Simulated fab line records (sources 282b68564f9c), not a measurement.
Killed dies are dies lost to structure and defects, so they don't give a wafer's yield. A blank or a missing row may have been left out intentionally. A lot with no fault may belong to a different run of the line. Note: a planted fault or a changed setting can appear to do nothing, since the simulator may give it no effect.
What tool caused it? -- flow rit cmos -- 33 wafers from 11 lots sampled at 2 of the route's 202 steps

WHAT EACH GAUGE READ, for each wafer
RIT_GATE_THK_MEAS_09.
lot,measured,on,GATE_POLY_THK (nm)
L164,day 2 19:02,film metro-02,248.3 250.4 251.1
L165,day 3 00:08,film metro-04,249.8 250.3 248.9
L166,day 3 08:03,film metro-04,247.3 247.5 247.6
L167,day 3 11:17,film metro-04,251.2 252.6 249.3
L168,day 3 19:38,film metro-04,248.9 246.9 249.0
L169,day 4 02:17,film metro-02,250.5 249.8 250.1
L174,day 5 00:20,film metro-04,305.6 304.4 307.6
L175,day 5 02:59,film metro-04,307.4 306.4 307.3
L177,day 5 13:13,film metro-03,248.1 249.0 247.8
L180,day 5 23:26,film metro-03,247.5 246.7 249.2
L183,day 6 14:51,film metro-04,246.7 247.5 247.6

TOOL THAT RAN EACH LOT (tool first, then ch and the chambers of the sampled wafers, then the start)
lot,RIT_GATE_CVD_08
L164,"lpcvd-02 ch 1, day 2 16:37"
L165,"lpcvd-01 ch 0, day 2 22:30"
L166,"lpcvd-01 ch 1, day 3 06:26"
L167,"lpcvd-01 ch 1, day 3 09:38"
L168,"lpcvd-01 ch 1, day 3 18:00"
L169,"lpcvd-02 ch 0, day 4 00:39"
L174,"lpcvd-01 ch 1, day 4 22:42"
L175,"lpcvd-01 ch 0, day 5 01:22"
L177,"lpcvd-02 ch 1, day 5 11:35"
L180,"lpcvd-02 ch 0, day 5 21:47"
L183,"lpcvd-02 ch 0, day 6 11:13"
- RIT_GATE_CVD_08: deposits poly-Si from SiH4, target thk 250 nm, time 2220 s.

THE ANSWER, worked out from the rows above alone
Rule: the usual values come from the lots themselves. The widest of any qualifying gaps counts: lots, ordered by their means at a reading, are off when they make up no more than a third of the lots, leave a main group of 4 or more, and stand apart from it by 3 or more times the standard deviation of that group's means. If all means in a main group match to the digits the tables above print for the reading, that group is not used. A lot without any number at a reading at which 4 lots or more have one is off too. Where the step has rows for the other lots, those lots are counted as sound.
Off: at RIT_GATE_THK_MEAS_09 (GATE_POLY_THK), L174, L175. The main group has a mean of 248.9 nm with a standard deviation of 1.3.
A tool fits if, at a process step before that reading, it ran every lot that is off, and no sound lot after the first of them. Those tools and the gauges at RIT_GATE_THK_MEAS_09 are tried in the same way. One fits: lpcvd-01 at RIT_GATE_CVD_08. Its last sound lot is L168 (day 3 18:00), its first lot that is off L174 (day 4 22:42): a fault that began between those two fits.

WHAT HAD BEEN PUT IN BY THE SIMULATOR
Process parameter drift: lpcvd-01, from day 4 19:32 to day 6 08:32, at RIT_GATE_CVD_08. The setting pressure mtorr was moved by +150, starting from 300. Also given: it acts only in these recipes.
Lots struck among those shown: L174, L175. The rule above found the same.
